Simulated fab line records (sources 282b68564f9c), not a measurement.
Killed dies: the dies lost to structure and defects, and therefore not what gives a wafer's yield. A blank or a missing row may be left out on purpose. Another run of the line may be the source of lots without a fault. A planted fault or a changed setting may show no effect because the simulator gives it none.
fab line records	flow ritCmos
record: lots: 14	wafers: 42	lastDay: 7
route steps=202 shown ACTIVE@14 PWELL@45 PLDD@120 SPACER@128
lots untouched by any fault: they come from a run of this same line in which no faults occurred
startH: hours from the record's opening day to when the first of the lot's shown wafers began	waitH: hours from the lot's prior step to this one	" repeats the value in the row above	L1.1+2: a single row standing in for several wafers	- no value, or no start was given	* or withheld: withheld	< > ~ a bound
route shown NAME@n: names a module that has steps shown in the file, with the first one's number in the route	usual: mean/standard deviation taken from wafers without a fault	same: alike in all rows	chamber/n: place in a boat	sites: per-site readings	_std_site: standard deviation across them	_edge_site: mean of outer sites minus mean of inner sites	radiusMm: for every site, how far away it sits from the centre of the wafer	mask NAME#n: copy n	behind: the last tool/chamber to shape the wafer	hold: what put the lot on hold/how long, in hours/how the hold closed	device: which transistor (n, p or np) failed to switch	end of line: at the end of the route, the tests of the same wafers	step lacking rows: just its recipe	killed: count of dies lost to structure and defects at first sort (not the wafer's yield)	map: shows each die of a wafer: x if killed, . if not, _ if none is there
set.NAME: setting as actually run; set.NAME@STEP: the setting as run at that earlier step	model.NAME: the simulator's own value behind a step, which no gauge read
route steps across a sampled set of lots; one table per step, one row per wafer
services: the hour from which a tool's chamber was out of use, counted from the record's first day as startH (under 0 if before that day), plus the number of hours and why
== steps ==
step: RIT_ACTIVE_ETCH_13
recipe: stopOn: SiO2	chemistry: SF6	target: Si3N4	timeS: 210	overEtchFrac: 0.4	SF6_flow_sccm: 200	pressureMtorr: 260	rfW: 125	targetDepthA: 2100
usual: drypumpMotorCurrentA: 5.8/0.4	oesProductAu: 0.816/0.012	throttleValvePct: 7.43/0.11
lot.wafer	tool	chamber	startH	waitH	drypumpMotorCurrentA	oesProductAu	rfHoursCounterH	throttleValvePct
L809.2	rieDiel-04	1	15.03	0.1	5.7	0.843	59	7.36
L809.4	"	3	"	"	6.1	0.818	113	7.59
L809.6	"	2	"	"	6.2	0.828	-	7.68
L813.2	rieDiel-01	0	34.71	0.1	6.6	0.807	70	7.55
L813.3	"	1	"	"	5.2	0.825	4	7.44
L813.5	"	1	"	"	5.1	0.827	-	7.44
L814.2	rieDiel-01	2	40.45	0.1	5.7	0.826	158	7.28
L814.3	"	0	"	"	6.6	0.817	71	7.57
L814.5	"	2	"	"	5.7	0.824	-	7.28
L816.3	rieDiel-02	0	49.71	0.1	5.7	0.820	123	7.38
L816.4	"	2	"	"	5.9	0.797	102	7.44
L816.6	"	0	"	"	5.7	0.812	-	7.38
L817.1	rieDiel-02	2	54.96	0.1	5.9	0.816	102	7.44
L817.2	"	3	"	"	5.4	0.821	115	7.31
L817.6	"	0	"	"	5.7	0.816	-	7.38
L818.3	rieDiel-02	1	59.75	0.1	6.0	0.820	10	7.54
L818.4	"	3	"	"	5.4	0.820	115	7.32
L818.6	"	2	"	"	5.9	0.812	-	7.46
L819.3	rieDiel-04	3	64.83	0.1	6.1	0.808	114	7.59
L819.4	"	2	"	"	6.2	0.815	161	7.68
L819.5	"	3	"	"	6.1	0.800	-	7.58
L821.2	rieDiel-01	0	75.03	0.1	6.6	0.816	71	7.55
L821.5	"	2	"	"	5.7	0.830	-	7.28
L821.6	"	3	"	"	5.2	0.811	-	7.37
L822.3	rieDiel-02	1	79.71	0.1	6.0	0.818	11	7.56
L822.4	"	0	"	"	5.7	0.824	123	7.37
L822.5	"	1	"	"	6.0	0.820	-	7.56
L824.2	rieDiel-04	1	89.71	0.1	5.7	0.841	61	7.38
L824.3	"	3	"	"	6.1	0.817	115	7.60
L824.4	"	1	"	"	5.7	0.839	-	7.36
L825.1	rieDiel-01	0	94.91	0.1	6.6	0.812	72	7.57
L825.3	"	3	"	"	5.2	0.815	2	7.36
L825.5	"	0	"	"	6.6	0.783	-	7.54
L830.2	rieDiel-01	1	119.83	0.1	5.2	0.833	5	7.45
L830.4	"	0	"	"	6.6	0.812	-	7.57
L830.5	"	3	"	"	5.2	0.819	-	7.37
L831.1	rieDiel-02	0	125.72	0.1	5.7	0.822	124	7.37
L831.2	"	1	"	"	6.0	0.819	11	7.56
L831.4	"	3	"	"	5.4	0.817	116	7.32
L832.1	rieDiel-01	1	129.71	0.1	5.2	0.834	6	7.44
L832.2	"	3	"	"	5.2	0.805	3	7.38
L832.3	"	2	"	"	5.7	0.820	0	7.29
step: RIT_PWELL_OVL_MEAS_06
usual: PWELL_OVL: 0.1/1.3
lot.wafer	tool	chamber	startH	waitH	PWELL_OVL[nm]
L809.2	overlay-02	-	23.93	-	-0.3
L809.4	"	-	"	"	-0.7
L809.6	"	-	"	"	0.0
L813.2	overlay-01	-	43.05	-	-2.8
L813.3	"	-	"	"	-0.3
L813.5	"	-	"	"	-0.1
L814.2	overlay-01	-	48.28	-	0.2
L814.3	"	-	"	"	1.4
L814.5	"	-	"	"	0.9
L816.3	overlay-02	-	56.73	-	0.7
L816.4	"	-	"	"	0.0
L816.6	"	-	"	"	0.6
L817.1	overlay-01	-	62.21	-	0.3
L817.2	"	-	"	"	0.9
L817.6	"	-	"	"	0.1
L818.3	overlay-01	-	66.85	-	2.0
L818.4	"	-	"	"	0.2
L818.6	"	-	"	"	1.3
L819.3	overlay-02	-	72.56	-	-0.2
L819.4	"	-	"	"	-0.8
L819.5	"	-	"	"	1.4
L821.2	overlay-02	-	83.37	-	0.8
L821.5	"	-	"	"	0.1
L821.6	"	-	"	"	1.5
L822.3	overlay-02	-	89.00	-	-2.8
L822.4	"	-	"	"	-2.5
L822.5	"	-	"	"	-2.2
L824.2	overlay-01	-	96.90	-	-0.8
L824.3	"	-	"	"	1.8
L824.4	"	-	"	"	-1.8
L825.1	overlay-01	-	102.04	-	1.0
L825.3	"	-	"	"	0.4
L825.5	"	-	"	"	0.8
L830.2	overlay-02	-	126.97	-	1.2
L830.4	"	-	"	"	-0.3
L830.5	"	-	"	"	-0.6
L831.1	overlay-01	-	133.39	-	0.3
L831.2	"	-	"	"	0.7
L831.4	"	-	"	"	-1.0
L832.1	overlay-02	-	136.86	-	1.0
L832.2	"	-	"	"	1.0
L832.3	"	-	"	"	2.7
step: RIT_PLDD_OVL_MEAS_06
usual: PLDD_OVL: 1.0/1.4
lot.wafer	tool	chamber	startH	waitH	PLDD_OVL[nm]
L809.2	overlay-01	-	44.32	-	1.9
L809.4	"	-	"	"	1.7
L809.6	"	-	"	"	0.7
L813.2	overlay-01	-	63.89	-	-1.8
L813.3	"	-	"	"	0.9
L813.5	"	-	"	"	-0.5
L814.2	overlay-01	-	69.30	-	0.3
L814.3	"	-	"	"	2.2
L814.5	"	-	"	"	0.9
L816.3	overlay-01	-	77.05	-	0.6
L816.4	"	-	"	"	0.9
L816.6	"	-	"	"	0.1
L817.1	overlay-01	-	84.22	-	1.3
L817.2	"	-	"	"	1.4
L817.6	"	-	"	"	1.8
L818.3	overlay-01	-	90.70	-	0.4
L818.4	"	-	"	"	0.6
L818.6	"	-	"	"	-0.6
L819.3	overlay-01	-	96.99	-	0.0
L819.4	"	-	"	"	1.9
L819.5	"	-	"	"	2.5
L821.2	overlay-02	-	104.05	-	-1.0
L821.5	"	-	"	"	-0.6
L821.6	"	-	"	"	0.5
L822.3	overlay-02	-	110.92	-	3.4
L822.4	"	-	"	"	1.2
L822.5	"	-	"	"	0.0
L824.2	overlay-01	-	118.60	-	0.8
L824.3	"	-	"	"	1.4
L824.4	"	-	"	"	1.3
L825.1	overlay-02	-	124.98	-	1.0
L825.3	"	-	"	"	-0.8
L825.5	"	-	"	"	2.3
L830.2	overlay-02	-	149.58	-	-0.2
L830.4	"	-	"	"	2.3
L830.5	"	-	"	"	-0.8
L831.1	overlay-02	-	153.79	-	-1.0
L831.2	"	-	"	"	-0.5
L831.4	"	-	"	"	-0.1
L832.1	overlay-01	-	158.36	-	1.0
L832.2	"	-	"	"	2.1
L832.3	"	-	"	"	4.6
step: RIT_SPACER_CVD_03
recipe: material: Si3N4	targetThkNm: 250	tempC: 810	precursor: SiH2Cl2/NH3	timeS: 3300	pressureMtorr: 300	sih2cl2FlowSccm: 60	nh3FlowSccm: 150
usual: nh3FlowSccm: 150.0/0.43	pressureMtorr: 300.0/0.59
lot.wafer	tool	chamber	startH	waitH	nh3FlowSccm	pressureMtorr
L809.2	lpcvd-02	1	45.25	0.0	150.2	300.4
L809.4	"	1	"	"	150.4	300.4
L809.6	"	1	"	"	150.8	300.6
L813.2	lpcvd-02	0	64.82	0.0	150.2	299.7
L813.3	"	0	"	"	150.2	299.7
L813.5	"	0	"	"	149.6	300.9
L814.2	lpcvd-01	0	70.23	0.0	149.9	300.5
L814.3	"	0	"	"	150.2	300.8
L814.5	"	0	"	"	149.8	299.8
L816.3	lpcvd-02	0	77.98	0.0	150.1	299.9
L816.4	"	0	"	"	150.6	299.5
L816.6	"	0	"	"	150.1	299.5
L817.1	lpcvd-02	0	85.16	0.0	150.7	299.4
L817.2	"	0	"	"	149.8	300.1
L817.6	"	0	"	"	149.8	300.0
L818.3	lpcvd-01	0	91.65	0.0	149.6	299.6
L818.4	"	0	"	"	150.5	299.4
L818.6	"	0	"	"	150.0	299.7
L819.3	lpcvd-02	0	98.05	0.0	149.9	300.5
L819.4	"	0	"	"	150.1	300.6
L819.5	"	0	"	"	150.8	300.5
L821.2	lpcvd-02	1	105.05	0.0	-	-
L821.5	"	1	"	"	-	-
L821.6	"	1	"	"	-	-
L822.3	lpcvd-01	0	111.84	0.0	-	-
L822.4	"	0	"	"	-	-
L822.5	"	0	"	"	-	-
L824.2	lpcvd-02	0	119.53	0.0	150.3	299.9
L824.3	"	0	"	"	150.0	300.4
L824.4	"	0	"	"	150.6	299.6
L825.1	lpcvd-01	0	125.92	0.0	149.6	298.7
L825.3	"	0	"	"	149.6	299.4
L825.5	"	0	"	"	149.5	300.0
L830.2	lpcvd-02	0	150.54	0.0	149.5	299.9
L830.4	"	0	"	"	149.9	299.6
L830.5	"	0	"	"	149.4	300.4
L831.1	lpcvd-02	1	155.14	0.4	148.9	300.0
L831.2	"	1	"	"	149.8	299.8
L831.4	"	1	"	"	149.8	300.1
L832.1	lpcvd-02	1	159.32	0.0	150.4	300.5
L832.2	"	1	"	"	150.3	300.4
L832.3	"	1	"	"	149.7	299.1
== services ==
tool	chamber	startH	hours	kind
rieDiel-04	2	57.23	6.5	repair
rieDiel-04	2	87.32	-	clean
rieDiel-04	2	87.32	18.1	scheduledDown
rieDiel-04	2	87.32	18.1	ventCycle
rieDiel-04	3	101.87	3.9	repair
rieDiel-02	1	102.31	16.7	repair
rieDiel-02	0	102.37	5.3	repair
rieDiel-01	2	105.66	-	clean
rieDiel-01	2	105.66	15.9	scheduledDown
rieDiel-01	2	105.66	15.9	ventCycle
rieDiel-04	-	117.20	15.6	pm
rieDiel-01	3	155.21	17.6	repair
rieDiel-02	1	155.31	8.9	repair
lpcvd-01	-	155.90	2.8	pm
rieDiel-01	1	156.87	3.2	repair
== key ==
firstSign: step: RIT_SPACER_CVD_03	reading: toolRecord	direction: missing
effect none on later readings
metAt RIT_SPACER_CVD_03
struckLots L821,L822
laterRowsLeftOut L821.2,L821.5,L821.6,L822.3,L822.4,L822.5
sortLeftOut L821.2,L821.5,L821.6,L822.3,L822.4,L822.5
testerLeftOut L821,L822
notActingAt RIT_ACTIVE_ETCH_13,RIT_PWELL_OVL_MEAS_06,RIT_PLDD_OVL_MEAS_06
onsetBetween 98.05 105.05
fault: kind: skippedStepWhole	tool: lpcvd-01,lpcvd-02	chamber: -	onsetH: 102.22	steps: RIT_SPACER_CVD_03	scope: struckLotsOnly
testerLeftOut: of these lots the tester's yield and bins aren't shown, on N5 and GAA mostly nor the transistor test; their killed dies are dies lost to structure and defects alone, not to doping, threshold or leakage, so they don't give the yield
sortLeftOut: the simulated sort isn't trusted on such a fault, so these wafers' sort isn't shown, and their yield isn't known
laterRowsLeftOut: the simulator's readings of these wafers behind a module that went badly wrong aren't trusted and aren't shown, but for the sort
